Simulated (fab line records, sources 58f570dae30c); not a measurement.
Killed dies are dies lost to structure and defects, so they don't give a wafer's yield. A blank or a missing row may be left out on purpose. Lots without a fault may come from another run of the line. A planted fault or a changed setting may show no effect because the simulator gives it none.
Problem report in the 8D (eight disciplines) form, filled by code | flow berkeley_cmos170 | the parts of the form that need people (team, actions taken, sign-off) are left out

1. THE PROBLEM
M3_AL_RS at UCB170_M3_RS_MEAS_02 reads a mean of 0.0279 ohm/sq on 2 wafers of 2 lots; wafers without a fault read 0.0322 ohm/sq with a standard deviation of 0.0003. That is -14 standard deviations from the usual mean.
The step: measures by four-point-probe.
First seen on wafer L861.3, day 10 09:19, on film_metro-02. The record holds 42 wafers of 14 lots with a number at this step. Rule for "out", or "out of limits": more than 4 standard deviations from the usual mean. The other wafers with a number count as sound.

2. WHAT IT IS AND WHAT IT IS NOT
question                    | is                           | is not
which readings at this step | M3_AL_RS                     | -
which lots                  | L861, L864                   | L854, L855, L856, L859, L868, L869, L870, L873, L874, L875, L876, L877
which wafers of those lots  | L861.3, L864.2               | L861.2, L861.4, L864.1, L864.6
read on which gauges        | film_metro-01, film_metro-02 | film_metro-04
when                        | from day 10 09:19            | up to then (14 sound wafers); but 26 sound wafers of L864, L868, L869, L870, L873, L874, L875, L876, L877 came after

3. SUSPECTS, AND WHAT RULES EACH OUT
Counting: a tool at a process step up to the reading stays a suspect if it ran every lot that is out. Sound lots after the first of them don't rule it out here, since some wafers of a struck lot are sound.
- the gauge at UCB170_M3_RS_MEAS_02: ruled out. The wafers that are out were read on 2 gauges (film_metro-01, film_metro-02).
- pvd_sputter-01 at UCB170_M3_SPUTTER_01 (material Al, target thk 900 nm, time 120 s): kept. It ran every lot that is out, first L861 (day 10 09:13); its last sound lot up to then is L854 (day 8 21:21).
Left after counting: pvd_sputter-01 at UCB170_M3_SPUTTER_01.

4. THE CAUSE (what the simulator had put in)
Process parameter drift: pvd_sputter-01, from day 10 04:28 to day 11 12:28, at UCB170_M3_SPUTTER_01. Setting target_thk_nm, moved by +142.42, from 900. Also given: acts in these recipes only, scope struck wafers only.
Counting left only this tool.

5. THE CHAIN OF EFFECTS, in route order
Each row: a reading whose mean over the struck wafers that have a number lies more than 3 standard deviations from the usual. Only readings for which the record gives a usual standard deviation are gone through. hours: the time from each lot's start at the first step in this table that gives one to its start at this step, as a median over the lots. sigmas: the change in usual standard deviations.
hours | step                    | reading        | usual         | on struck wafers | change  | sigmas
0     | UCB170_M3_RS_MEAS_02    | M3_AL_RS       | 0.0322 ohm/sq | 0.0279           | -0.0043 | -14
0     | UCB170_M3_THK_MEAS_03   | M3_AL_THK      | 894 nm        | 1030             | +136    | +15
3     | UCB170_M3_METAL_ETCH_18 | oes_product_au | 0.853 a.u.    | 0.930            | +0.077  | +4.8
The process steps in it:
- UCB170_M3_METAL_ETCH_18: etches Al in Cl2/BCl3, stops on SiO2, target depth 1170 nm, time 195 s.
Later measuring or inspecting steps at which every struck wafer that the step has a row for has a number for every such reading, and none has moved that far: UCB170_M3_BOW_MEAS_20.

6. WHAT WOULD HAVE CAUGHT IT SOONER
In this record the first reading out of limits at a measuring or inspecting step was taken at day 10 09:19, 5 hours after the fault began at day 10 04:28.
Of the tool readings at UCB170_M3_SPUTTER_01 for which the record gives a usual standard deviation, none was out on any struck wafer, so an alarm limit of 4 standard deviations on them would not have fired.
Of the lots that are out (2), L864 began UCB170_M3_SPUTTER_01 on pvd_sputter-01 after day 10 09:19. A hold on the tool at that time would have spared it.
